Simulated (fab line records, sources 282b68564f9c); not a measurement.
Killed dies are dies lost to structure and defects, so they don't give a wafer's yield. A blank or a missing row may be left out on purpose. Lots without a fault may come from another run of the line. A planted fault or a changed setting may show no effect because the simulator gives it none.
A struck lot beside a sound one | flow rit_cmos | 44 steps out of a route of 202
Sound: wafers L177.3, L177.4, L177.5. Struck: wafers L186.1, L186.2, L186.4. The cause comes at the end.
At each step with rows: each side's tool, then ch and its chambers, then its first start. Under that, the readings that differ: sound wafers | struck wafers | difference of the means | sigmas: that difference in standard deviations of wafers without a fault.
alike: readings whose means differ by less than 2 such deviations, and words and numbers that are the same on both sides. not compared: withheld readings, readings that some wafer has no value for, bounds like >300 that may hide the same value, and numbers for which the record gives no deviation and whose values overlap.
The two part at a step that has a row with sigmas, a row that says differs or no value, or rows on one side only. Numbers that don't overlap but have no deviation are shown without sigmas and don't part them. A reading that every wafer of one side lacks parts them only if that side has two wafers or more.

first, 2 steps without rows for these wafers: RIT_NLDD_HARDBAKE_07 (time 60 s); RIT_NLDD_IMPLANT_08.
RIT_NLDD_STRIP_09: strips in O2, time 180 s.
  sound on plasma_asher-02 ch 0,1, day 5 03:52; struck on plasma_asher-04 ch 0,1, day 6 23:40
  alike: drypump_motor_current_A, o2_flow_sccm
  not compared: rf_hours_counter_h
RIT_NLDD_TW_MEAS_10:
  sound on film_metro-03, day 5 04:00; struck on film_metro-02, day 6 23:51
  reading | sound          | struck         | difference | sigmas
  NLDD_TW | 2525 2533 2520 | 2472 2455 2455 | -65        | -3
then, 6 steps without rows for these wafers: RIT_PLDD_HMDS_00 (prime time 60 s); RIT_PLDD_COAT_01 (resist thk 1000 nm); RIT_PLDD_SOFTBAKE_02 (time 60 s); RIT_PLDD_EXPOSE_03 (exposes mask M8, target cd 40900 nm); RIT_PLDD_PEB_04; RIT_PLDD_DEVELOP_05 (develop time 50 s).
RIT_PLDD_OVL_MEAS_06:
  sound on overlay-01, day 5 05:02; struck on overlay-01, day 7 00:53
  alike: PLDD_OVL
then, 1 step without rows for these wafers: RIT_PLDD_HARDBAKE_07 (time 60 s).
RIT_PLDD_IMPLANT_08:
  sound on implanter-01 ch 0, day 5 05:15; struck on implanter-01 ch 0, day 7 01:04
  reading                          | sound                         | struck                        | difference | sigmas
  dose_ions_cm2                    | 8.997e+14 8.997e+14 8.988e+14 | 4.061e+14 4.076e+14 4.064e+14 | -4.927e+14 | -99 or more
  end_station_pressure_torr (Torr) | 7.3e-06 7.3e-06 7.6e-06       | 5.6e-06 6.3e-06 6.1e-06       | -1.4e-06   | -4
  faraday_current_uA               | 2749 2830 2722                | 1250 1281 1296                | -1491      | -27
RIT_PLDD_STRIP_09: strips in O2, time 180 s.
  sound on plasma_asher-02 ch 0,1, day 5 05:25; struck on plasma_asher-04 ch 0,1, day 7 01:13
  alike: drypump_motor_current_A, o2_flow_sccm
  not compared: rf_hours_counter_h
RIT_PLDD_TW_MEAS_10:
  sound on film_metro-01, day 5 05:33; struck on film_metro-01, day 7 01:23
  reading | sound          | struck         | difference | sigmas
  PLDD_TW | 2320 2313 2319 | 1882 1885 1880 | -435       | -24
then, 4 steps without rows for these wafers: RIT_SPACER_CLEAN_00 (cleans in SC1, time 600 s); RIT_SPACER_CLEAN_01 (cleans in dHF, time 30 s); RIT_SPACER_CLEAN_02 (cleans in SC2, time 600 s); RIT_SPACER_CVD_03 (deposits Si3N4 from SiH2Cl2/NH3, target thk 250 nm, time 3300 s).
RIT_SPACER_THK_MEAS_04:
  sound on film_metro-01, day 5 07:53; struck on film_metro-03, day 7 03:44
  alike: SPACER_NITRIDE_THK
RIT_SPACER_ETCHBACK_05: etches Si3N4 in SF6/CHF3, stops on SiO2, target depth 250 nm, time 240 s.
  sound on rie_diel-03 ch 1,2,3, day 5 07:56; struck on rie_diel-01 ch 0,1,2, day 7 03:48
  alike: drypump_motor_current_A, oes_product_au, throttle_valve_pct
  not compared: rf_hours_counter_h
then, 6 steps without rows for these wafers: RIT_NSD_HMDS_00 (prime time 60 s); RIT_NSD_COAT_01 (resist thk 1000 nm); RIT_NSD_SOFTBAKE_02 (time 60 s); RIT_NSD_EXPOSE_03 (exposes mask M9, target cd 40700 nm); RIT_NSD_PEB_04; RIT_NSD_DEVELOP_05 (develop time 50 s).
RIT_NSD_OVL_MEAS_06:
  sound on overlay-01, day 5 09:10; struck on overlay-01, day 7 04:48
  alike: NSD_OVL
then, 2 steps without rows for these wafers: RIT_NSD_HARDBAKE_07 (time 60 s); RIT_NSD_IMPLANT_08.
RIT_NSD_STRIP_09: strips in O2, time 180 s.
  sound on plasma_asher-03 ch 0,1, day 5 09:34; struck on plasma_asher-01 ch 0,1, day 7 05:08
  alike: drypump_motor_current_A, o2_flow_sccm
  not compared: rf_hours_counter_h
RIT_NSD_TW_MEAS_10:
  sound on film_metro-03, day 5 09:41; struck on film_metro-03, day 7 05:19
  alike: NSD_TW
then, 6 steps without rows for these wafers: RIT_PSD_HMDS_00 (prime time 60 s); RIT_PSD_COAT_01 (resist thk 1000 nm); RIT_PSD_SOFTBAKE_02 (time 60 s); RIT_PSD_EXPOSE_03 (exposes mask M10, target cd 40900 nm); RIT_PSD_PEB_04; RIT_PSD_DEVELOP_05 (develop time 50 s).
RIT_PSD_OVL_MEAS_06:
  sound on overlay-01, day 5 10:43; struck on overlay-01, day 7 06:25
  alike: PSD_OVL
then, 2 steps without rows for these wafers: RIT_PSD_HARDBAKE_07 (time 60 s); RIT_PSD_IMPLANT_08.
RIT_PSD_STRIP_09: strips in O2, time 180 s.
  sound on plasma_asher-02 ch 0,1, day 5 11:06; struck on plasma_asher-01 ch 0,1, day 7 06:45
  alike: drypump_motor_current_A, o2_flow_sccm
  not compared: rf_hours_counter_h
RIT_SDANNEAL_RS_MEAS_06: measures by four-point-probe.
  sound on film_metro-02, day 5 12:00; struck on film_metro-03, day 7 07:41
  reading          | sound             | struck            | difference | sigmas
  PLDD_RS (ohm/sq) | 179.5 179.2 178.6 | 300.2 298.6 300.0 | +120.5     | +99 or more
RIT_M1_PROBE_99:
  sound on prober-02, day 5 19:05; struck on prober-01, day 7 14:53
  reading                             | sound             | struck            | difference | sigmas
  model.etest.pmos_turned.r_on_ohm_um | 3735 3609 3878    | 4776 4649 4825    | +1009      |
  model.etest.pmos_0p3.r_on_ohm_um    | 6499 6336 6537    | 6853 6918 6944    | +448       |
  model.etest.pmos_0p15.r_on_ohm_um   | 3029 2930 3062    | 3462 3411 3503    | +452       |
  model.etest.pldd.rs_ohm_sq          | 579.5 570.8 623.1 | 1103 1062 1094    | +495       |
  model.etest.pldd.line_ohm_um        | 181.4 181.6 194.1 | 344.9 330.1 347.1 | +155.0     |
  model.etest.pmos_turned.drive_ua_um | 171.4 178.8 163.8 | 118.3 120.9 115.6 | -53.1      |
  model.etest.pmos_0p15.drive_ua_um   | 235.2 240.6 232   | 212.3 212.2 209.7 | -24.5      |
  model.etest.pmos_narrow.drive_ua_um | 100.6 103.3 99.24 | 96.49 95.09 94.8  | -5.59      |
  alike: killed_at_front_end, killed_dies, killed_open, killed_short

WHERE THEY PART
First at RIT_NLDD_TW_MEAS_10; last, within this record, at RIT_SDANNEAL_RS_MEAS_06. Later steps at which nothing parts them and some readings are alike: RIT_M1_PROBE_99.

WHY: what the simulator had put in
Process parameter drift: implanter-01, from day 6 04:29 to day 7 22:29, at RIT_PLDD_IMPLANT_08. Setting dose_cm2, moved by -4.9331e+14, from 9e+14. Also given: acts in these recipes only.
